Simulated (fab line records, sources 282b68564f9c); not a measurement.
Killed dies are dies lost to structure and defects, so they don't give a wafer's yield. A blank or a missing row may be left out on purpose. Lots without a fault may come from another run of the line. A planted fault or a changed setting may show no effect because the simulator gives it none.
Split-lot experiment | flow rit_cmos | 5 lots, 23 wafers read, on a route of 202 steps

THE SPLIT
At RIT_SPACER_CVD_03 (deposits Si3N4 from SiH2Cl2/NH3, target thk 250 nm, time 3300 s), the setting time_s was moved away from the recipe's 3300 s on 15 of the 23 wafers read, by -9.5% to +4.5%. The other wafers ran this setting at the recipe's value.

The file shows no step between the split and the reading.

THE READING
SPACER_NITRIDE_THK, in nm, at RIT_SPACER_THK_MEAS_04. Fault-free wafers of this fab line usually give 249 nm, standard deviation 3.1 nm.

wafer  | tool, chamber at the split | time_s as run, s | against the recipe | SPACER_NITRIDE_THK, nm | against lot-mates on the recipe
L074.1 | -, -                       | 3100             | -6.1%              | 233                    | no lot-mate on the recipe
L074.2 | -, -                       | 3100             | -6.1%              | 233                    | no lot-mate on the recipe
L074.4 | -, -                       | 3100             | -6.1%              | 233                    | no lot-mate on the recipe
L074.5 | -, -                       | 3100             | -6.1%              | 234                    | no lot-mate on the recipe
L074.6 | -, -                       | 3100             | -6.1%              | 233                    | no lot-mate on the recipe
L078.1 | -, -                       | 3449             | +4.5%              | 258                    | no lot-mate on the recipe
L078.2 | -, -                       | 3449             | +4.5%              | 258                    | no lot-mate on the recipe
L078.3 | -, -                       | 3449             | +4.5%              | 257                    | no lot-mate on the recipe
L078.4 | -, -                       | 3449             | +4.5%              | 257                    | no lot-mate on the recipe
L078.5 | -, -                       | 3449             | +4.5%              | 258                    | no lot-mate on the recipe
L081.4 | lpcvd-01, 1                | 3300             | recipe             | 251                    | -
L081.5 | lpcvd-01, 1                | 3300             | recipe             | 249                    | -
L081.6 | lpcvd-01, 1                | 3300             | recipe             | 250                    | -
L082.1 | -, -                       | 2985             | -9.5%              | 231                    | no lot-mate on the recipe
L082.3 | -, -                       | 2985             | -9.5%              | 231                    | no lot-mate on the recipe
L082.4 | -, -                       | 2985             | -9.5%              | 230                    | no lot-mate on the recipe
L082.5 | -, -                       | 2985             | -9.5%              | 228                    | no lot-mate on the recipe
L082.6 | -, -                       | 2985             | -9.5%              | 231                    | no lot-mate on the recipe
L083.1 | -, -                       | 3300             | recipe             | 256                    | -
L083.2 | -, -                       | 3300             | recipe             | 252                    | -
L083.3 | -, -                       | 3300             | recipe             | 255                    | -
L083.4 | -, -                       | 3300             | recipe             | 254                    | -
L083.5 | -, -                       | 3300             | recipe             | 253                    | -

THE FIT
A straight line over all 23 wafers: SPACER_NITRIDE_THK changes by +2.18 nm for each +1% of time_s; r = +0.97; the points scatter about the line by 3 nm.
Too few moved wafers have a lot-mate on the recipe to fit a line with each lot's own level taken away.

THE WHOLE CHAIN: every reading that the file lists as answering this split, in the file's order
step                   | what it does                                                             | reading                                                                        | change (the file's fit)              | r (the file's)
RIT_SPACER_CVD_03      | deposits Si3N4 from SiH2Cl2/NH3, target thk 250 nm, time 3300 s          | Si3N4_of_SPACER_CVD_03.thk_nm (the simulator's own value, which no gauge read) | +2.17 nm for each +1% of the setting | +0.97
RIT_SPACER_THK_MEAS_04 |                                                                          | SPACER_NITRIDE_THK                                                             | +2.17 for each +1% of the setting    | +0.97
RIT_SPACER_ETCHBACK_05 | etches Si3N4 in SF6/CHF3, stops on SiO2, target depth 250 nm, time 240 s | etch.depth_nm (the simulator's own value, which no gauge read)                 | +2.17 nm for each +1% of the setting | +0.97
RIT_SPACER_ETCHBACK_05 | etches Si3N4 in SF6/CHF3, stops on SiO2, target depth 250 nm, time 240 s | Si3N4_of_SPACER_CVD_03.thk_nm (the simulator's own value, which no gauge read) | +1.75 nm for each +1% of the setting | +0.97

THE FILE'S OWN FIT
SPACER_NITRIDE_THK changes by +2.17 nm for each +1% of time_s, r = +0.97.
